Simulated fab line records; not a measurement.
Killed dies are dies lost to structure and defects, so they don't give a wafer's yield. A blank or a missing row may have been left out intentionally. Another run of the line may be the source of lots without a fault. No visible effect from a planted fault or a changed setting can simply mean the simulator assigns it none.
2 desks, one fault    flow rit-cmos    each desk has only its own numbers; what lay behind them comes last

FOR THE TOOL OWNER'S DESK: furnace-04
At RIT_WELLDRIVE_ANNEAL_00 (time 14700 s), the tool's own readings, given per lot that ran on this tool as the mean of the sampled wafers with a number. If a lot's mean is further than 4 standard deviations from the usual mean, the lot is out of limits and carries the mark OUT (the distance appears in the brackets).
Columns: A = spike-tc-centre-C at RIT_WELLDRIVE_ANNEAL_00, usual 1101.4 C; B = spike-tc-source-C at RIT_WELLDRIVE_ANNEAL_00, usual 1128.5 C; C = tube-center-temp-C at RIT_WELLDRIVE_ANNEAL_00, usual 1100 C; D = tube_center_temp_C_max at RIT_WELLDRIVE_ANNEAL_00, usual 1102.8
lot   first seen here  A                 B                 C                       D
L604  day 2 07:55      1099.7            1128.9            1100                    1102.6
L605  day 2 13:16      1101.2            1129.2            1100                    1102.6
L607  day 2 21:04      1102.1            1128.2            1100                    1102.7
L611  day 3 16:36      1101.5            1127.7            1100                    1103.0
L612  day 3 21:41      1115.5 (+10) OUT  1143.8 (+10) OUT  1115 (+99 or more) OUT  1117.5 (+33) OUT
L614  day 4 07:08      1115.8 (+10) OUT  1144.2 (+10) OUT  1115 (+99 or more) OUT  1117.4 (+33) OUT
L616  day 4 16:32      1115.4 (+10) OUT  1143.7 (+10) OUT  1115 (+99 or more) OUT  1118.1 (+34) OUT
This desk finds L612, L614, L616 out of limits, L612 being first, at day 3 21:41 (spike-tc-centre-C at RIT_WELLDRIVE_ANNEAL_00). L604, L605, L607, L611 stayed within limits.

AT THE METROLOGY DESK
Lot by lot, what the gauges showed, no matter which tool ran the lot: averages of those sampled wafers that carry a number. If a lot's mean is further than 4 standard deviations from the usual mean, the lot is out of limits and carries the mark OUT (the distance appears in the brackets).
Columns: A = NWELL_RS at RIT_WELLDRIVE_RS_MEAS_01, usual 275.3 ohm/sq; B = PWELL_RS at RIT_WELLDRIVE_RS_MEAS_02, usual 429.4 ohm/sq
lot   first seen here  A                B
L603  day 2 06:50      275.4            430.5
L604  day 2 13:01      275.6            429.5
L605  day 2 18:22      275.9            431.7
L606  day 2 20:20      275.3            427.8
L607  day 3 02:10      275.9            429.0
L609  day 3 12:42      274.9            427.9
L611  day 3 21:42      275.2            429.2
L612  day 4 02:47      260.2 (-24) OUT  413.1 (-13) OUT
L613  day 4 07:56      275.3            429.4
L614  day 4 12:16      259.6 (-24) OUT  413.2 (-12) OUT
L616  day 4 21:37      260.3 (-23) OUT  411.8 (-14) OUT
L620  day 5 18:35      275.9            428.9
L621  day 6 00:46      275.0            427.6
L623  day 6 09:41      275.9            431.0
L624  day 6 12:50      275.5            430.1
This desk finds L612, L614, L616 out of limits, with the earliest case on L612 at day 4 02:47 (NWELL_RS at RIT_WELLDRIVE_RS_MEAS_01). L603, L604, L605, L606, L607, L609, L611, L613, L620, L621, L623, L624 stayed within limits.

ALL TOGETHER
An alarm could have come from the tool owner's desk at day 3 21:41, on L612, L614, L616.
The metrology desk could have raised an alarm at day 4 02:47, on L612, L614, L616.
Every lot named ran RIT_WELLDRIVE_ANNEAL_00 on furnace-04.

WHAT WAS PUT IN BY THE SIMULATOR
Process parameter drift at RIT_WELLDRIVE_ANNEAL_00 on furnace-04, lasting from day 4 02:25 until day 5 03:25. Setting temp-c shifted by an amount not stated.
Lots struck among those shown: L612, L614, L616.
